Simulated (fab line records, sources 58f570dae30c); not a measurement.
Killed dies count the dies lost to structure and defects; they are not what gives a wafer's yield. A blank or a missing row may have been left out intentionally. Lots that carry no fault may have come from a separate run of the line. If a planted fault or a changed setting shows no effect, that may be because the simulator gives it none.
8D (eight disciplines) problem report, filled in by code | flow berkeley-cmos170 | the parts of the form that need people (team, actions taken, sign-off) are left out

== 1. THE PROBLEM ==
Wafers with no fault read 1.009 a.u. with a standard deviation of 0.023, whereas oes-product-au at UCB170_M1_ETCH_11 reads a mean of 1.206 a.u. on 1 wafer of 1 lot. That puts it +8.6 standard deviations away from the usual mean.
The step: etches BARC in N2/H2.
Seen first at day 8 19:17 on rie-diel-03, wafer L546.1. Wafers with a number at this step in the record: 39, from 13 lots. Rule for "out", or "out of limits": more than 4 standard deviations from the usual mean. The other wafers with a number count as sound.

== 2. WHAT IT IS; WHAT IT IS NOT ==
question                    | is               | is not
which readings at this step | oes-product-au   | drypump-motor-current-A, rf-fwd-power-W, throttle-valve-pct
which lots                  | L546             | L536, L538, L539, L540, L541, L543, L544, L553, L555, L557, L558, L559
which wafers of those lots  | L546.1           | L546.2, L546.6
read on which tools         | rie-diel-03      | rie-diel-02, rie-diel-04
when                        | from day 8 19:17 | up to then (23 sound wafers); but 15 sound wafers of L553, L555, L557, L558, L559 came after

== 3. THE SUSPECTS, EACH WITH WHAT RULES IT OUT ==
Counting: if a tool at a process step up to the reading ran every lot that is out, it stays a suspect. Sound lots after the first of them don't rule it out here, since some wafers of a struck lot are sound.
- rie-diel-03 at UCB170_M1_ETCH_11 (etches BARC in N2/H2): kept. It processed L546, the lot that is out, at day 8 19:17, and its most recent sound lot before then was L543 at day 8 16:43. On those wafers its own readings are out: oes-product-au.
- At UCB170_M1_ETCH_11, inside rie-diel-03: chamber 2 took the wafers that are out, while their sound lot-mates went through chambers 0, 1.
The count leaves rie-diel-03 at UCB170_M1_ETCH_11.

== 4. THE CAUSE (what the simulator had put in) ==
rie-diel-03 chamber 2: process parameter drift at UCB170_M1_ETCH_11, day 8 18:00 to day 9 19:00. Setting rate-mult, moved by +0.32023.
The count eliminated every tool but this one.

== 5. THE CHAIN OF EFFECTS, in route order ==
Rows list readings where the struck wafers' mean (over those with a number) sits beyond 3 standard deviations from the usual. Only readings for which the record gives a usual standard deviation are gone through. hours: the time from each lot's start at the first step in this table that gives one to its start at this step, as a median over the lots. sigmas: the change in usual standard deviations.
hours | step              | reading        | usual      | on struck wafers | change | sigmas
0     | UCB170_M1_ETCH_11 | oes-product-au | 1.009 a.u. | 1.206            | +0.197 | +8.6
Its process steps:
- UCB170_M1_ETCH_11: etches BARC in N2/H2.

== 6. WHAT WOULD HAVE CAUGHT IT SOONER ==
In this record the first reading out of limits was taken at day 8 19:17, 1 hour after the fault began at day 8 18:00.
